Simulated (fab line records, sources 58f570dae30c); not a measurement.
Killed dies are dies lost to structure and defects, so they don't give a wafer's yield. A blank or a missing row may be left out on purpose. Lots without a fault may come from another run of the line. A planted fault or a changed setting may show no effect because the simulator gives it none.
One fault seen from 2 desks | flow berkeley_cmos170 | each desk has only its own numbers; what lay behind them comes last

THE METROLOGY DESK
What the gauges read, lot by lot, whatever tool the lot ran on: means of the sampled wafers that have a number. A lot is out of limits, marked OUT, if its mean lies more than 4 standard deviations from the usual mean; the brackets give that distance.
Columns: A = CONTACT_OVL at UCB170_CONTACT_OVL_MEAS_16, usual 2 nm
lot  | first seen here | A
L498 | day 8 07:08     | 0
L499 | day 8 07:55     | 4
L501 | day 8 15:28     | 0
L502 | day 8 16:01     | 2
L505 | day 9 10:54     | 12
L506 | day 9 19:31     | 215 (+39) OUT
L508 | day 9 19:41     | 221 (+40) OUT
L509 | day 9 21:26     | 222 (+40) OUT
L507 | day 9 21:39     | 219 (+39) OUT
L514 | day 11 07:14    | -2
L511 | day 11 07:33    | 6
L516 | day 11 21:13    | 1
L515 | day 11 21:23    | -1
L517 | day 11 21:56    | -4
L519 | day 12 14:32    | 1
L520 | day 13 04:02    | -3
This desk's finding: out of limits on L506, L507, L508, L509; first on L506, day 9 19:31 (CONTACT_OVL at UCB170_CONTACT_OVL_MEAS_16). In limits: L498, L499, L501, L502, L505, L514, L511, L516, L515, L517, L519, L520.

THE TOOL OWNER'S DESK: krf_scanner-01
The tool's own readings at UCB170_CONTACT_EXPOSE_12 (exposes mask CONT, target cd 700 nm): means of the sampled wafers that have a number, for each lot that ran on this tool. A lot is out of limits, marked OUT, if its mean lies more than 4 standard deviations from the usual mean; the brackets give that distance.
Columns: A = exposure_dose_mJ_cm2 at UCB170_CONTACT_EXPOSE_12, usual 34.891
lot  | first seen here | A
L499 | day 8 07:12     | 34.877
L506 | day 9 19:00     | 34.896
L508 | day 9 19:08     | 34.871
L509 | day 9 20:47     | 34.905
L507 | day 9 21:02     | 34.854
This desk's finding: nothing out of limits on any of the 5 lots.

PUT TOGETHER
The metrology desk could have raised an alarm at day 9 19:31, on L506, L507, L508, L509.
The tool owner's desk saw nothing out of limits.
The tool owner's desk has L506, L507, L508, L509 on record, within its limits.
Of the lots named, all ran UCB170_CONTACT_EXPOSE_12 on krf_scanner-01.

WHAT THE SIMULATOR HAD PUT IN
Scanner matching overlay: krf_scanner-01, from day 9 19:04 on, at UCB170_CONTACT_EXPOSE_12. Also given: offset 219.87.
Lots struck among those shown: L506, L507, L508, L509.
Hours from the fault's start to each desk's first reading out of limits: the metrology desk, 0.
